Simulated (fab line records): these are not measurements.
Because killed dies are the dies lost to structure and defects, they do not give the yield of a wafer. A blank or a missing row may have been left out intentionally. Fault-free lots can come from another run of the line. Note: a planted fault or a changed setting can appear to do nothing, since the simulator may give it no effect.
Struck lot and sound lot, side by side ; flow rit-cmos ; 40 steps out of a route of 202
Sound: these wafers, L819.2, L819.3, L819.5. Struck: wafers L828.1, L828.4, L828.6. At the end, the cause is stated.
For every step that has rows: the tool of each side, followed by ch and its chambers, followed by its first start. Under that, the readings that differ: sound wafers ; struck wafers ; difference of the means ; sigmas: that difference in standard deviations of wafers without a fault.
alike: a reading whose means differ by less than 2 such deviations, as well as words and numbers matching on both sides. not compared: withheld readings; readings where some wafer has no value; bounds like >300 that might hide an equal value; numbers whose values overlap and for which the record gives no deviation.
A row with sigmas, a row that says differs or no value, or rows on one side alone: a step with any of these is where the two part. Numbers that have no deviation but don't overlap get no sigmas and don't part them. A reading missing from all wafers of one side parts the sides only when that side holds two or more wafers.

first, 6 steps without rows for these wafers: RIT_NLDD_HMDS_00 (prime time 60 s); RIT_NLDD_COAT_01 (resist thk 1000 nm); RIT_NLDD_SOFTBAKE_02 (time 60 s); RIT_NLDD_EXPOSE_03 (exposes mask M7, target cd 40700 nm); RIT_NLDD_PEB_04; RIT_NLDD_DEVELOP_05 (develop time 50 s).
RIT_NLDD_OVL_MEAS_06:
  struck on overlay-01, day 5 11:17; sound on overlay-02, day 3 16:52
reading;sound;struck;difference;sigmas
NLDD_OVL (nm);3.3 2.8 1.5;-2.3 -0.6 1.0;-3.2;-2
then, 2 steps without rows for these wafers: RIT_NLDD_HARDBAKE_07 (time 60 s); RIT_NLDD_IMPLANT_08.
RIT_NLDD_STRIP_09: strips in O2, time 180 s.
  sound on plasma-asher-03 ch 0,1, day 3 17:12; struck on plasma-asher-03 ch 1, day 5 11:37
  alike: drypump-motor-current-A
  not compared: rf-hours-counter-h
RIT_NLDD_TW_MEAS_10:
  struck on film-metro-02, day 5 11:48; sound on film-metro-02, day 3 17:23
  alike: NLDD_TW
then, 1 step without rows for these wafers: RIT_PLDD_HMDS_00 (prime time 60 s).
RIT_PLDD_COAT_01: resist thk 1000 nm.
  sound on litho-track-04 ch 0, day 3 17:37; struck on litho-track-03, day 5 12:01
  no value came back on the struck wafers for chill-plate-temp-C (C), dispense-pressure-kPa (kPa); on the sound wafers chill-plate-temp-C (C) reads 22.96 22.96 22.82
then, 4 steps without rows for these wafers: RIT_PLDD_SOFTBAKE_02 (time 60 s); RIT_PLDD_EXPOSE_03 (exposes mask M8, target cd 40900 nm); RIT_PLDD_PEB_04; RIT_PLDD_DEVELOP_05 (develop time 50 s).
RIT_PLDD_OVL_MEAS_06:
  struck on overlay-02, day 5 12:50; sound on overlay-01, day 3 18:25
reading;sound;struck;difference;sigmas
PLDD_OVL (nm);-2.4 -2.8 -1.3;- - -;no value on the struck wafers;
then, 2 steps without rows for these wafers: RIT_PLDD_HARDBAKE_07 (time 60 s); RIT_PLDD_IMPLANT_08.
RIT_PLDD_STRIP_09: strips in O2, time 180 s.
  sound on plasma-asher-02 ch 0,1, day 3 18:44; struck on plasma-asher-03 ch 0,1, day 5 13:10
  alike: drypump-motor-current-A
  not compared: rf-hours-counter-h
RIT_PLDD_TW_MEAS_10:
  struck on film-metro-01, day 5 13:20; sound on film-metro-01, day 3 18:56
  alike: PLDD_TW
then, 4 steps without rows for these wafers: RIT_SPACER_CLEAN_00 (cleans in SC1, time 600 s); RIT_SPACER_CLEAN_01 (cleans in dHF, time 30 s); RIT_SPACER_CLEAN_02 (cleans in SC2, time 600 s); RIT_SPACER_CVD_03 (deposits Si3N4 from SiH2Cl2/NH3, target thk 250 nm, time 3300 s).
RIT_SPACER_THK_MEAS_04:
  struck on film-metro-03, day 5 17:34; sound on film-metro-02, day 3 21:17
reading;sound;struck;difference;sigmas
SPACER_NITRIDE_THK (nm);251.9 251.4 253.3;246.7 247.9 246.2;-5.3;-3
RIT_SPACER_ETCHBACK_05: etches Si3N4 in SF6/CHF3, stops on SiO2, target depth 250 nm, time 240 s.
  sound on rie-diel-01 ch 1,2,3, day 3 21:20; struck on rie-diel-03 ch 2,3, day 5 17:37
  alike: drypump-motor-current-A, oes-product-au, throttle-valve-pct
  not compared: rf-hours-counter-h
then, 6 steps without rows for these wafers: RIT_NSD_HMDS_00 (prime time 60 s); RIT_NSD_COAT_01 (resist thk 1000 nm); RIT_NSD_SOFTBAKE_02 (time 60 s); RIT_NSD_EXPOSE_03 (exposes mask M9, target cd 40700 nm); RIT_NSD_PEB_04; RIT_NSD_DEVELOP_05 (develop time 50 s).
RIT_NSD_OVL_MEAS_06:
  struck on overlay-02, day 5 18:37; sound on overlay-01, day 3 22:28
  alike: NSD_OVL
then, 2 steps without rows for these wafers: RIT_NSD_HARDBAKE_07 (time 60 s); RIT_NSD_IMPLANT_08.
RIT_NSD_STRIP_09: strips in O2, time 180 s.
  sound on plasma-asher-02 ch 1, day 3 22:53; struck on plasma-asher-02 ch 0,1, day 5 18:58
  alike: drypump-motor-current-A
  not compared: rf-hours-counter-h
RIT_NSD_TW_MEAS_10:
  struck on film-metro-01, day 5 19:08; sound on film-metro-01, day 3 23:04
reading;sound;struck;difference;sigmas
NSD_TW;3081 3083 3080;3279 3258 3259;+184;+11
then, 1 step without rows for these wafers: RIT_PSD_HMDS_00 (prime time 60 s).

== WHERE THEY PART ==
First at RIT_NLDD_OVL_MEAS_06; last, within this record, at RIT_NSD_TW_MEAS_10.

WHY: what had been put in by the simulator
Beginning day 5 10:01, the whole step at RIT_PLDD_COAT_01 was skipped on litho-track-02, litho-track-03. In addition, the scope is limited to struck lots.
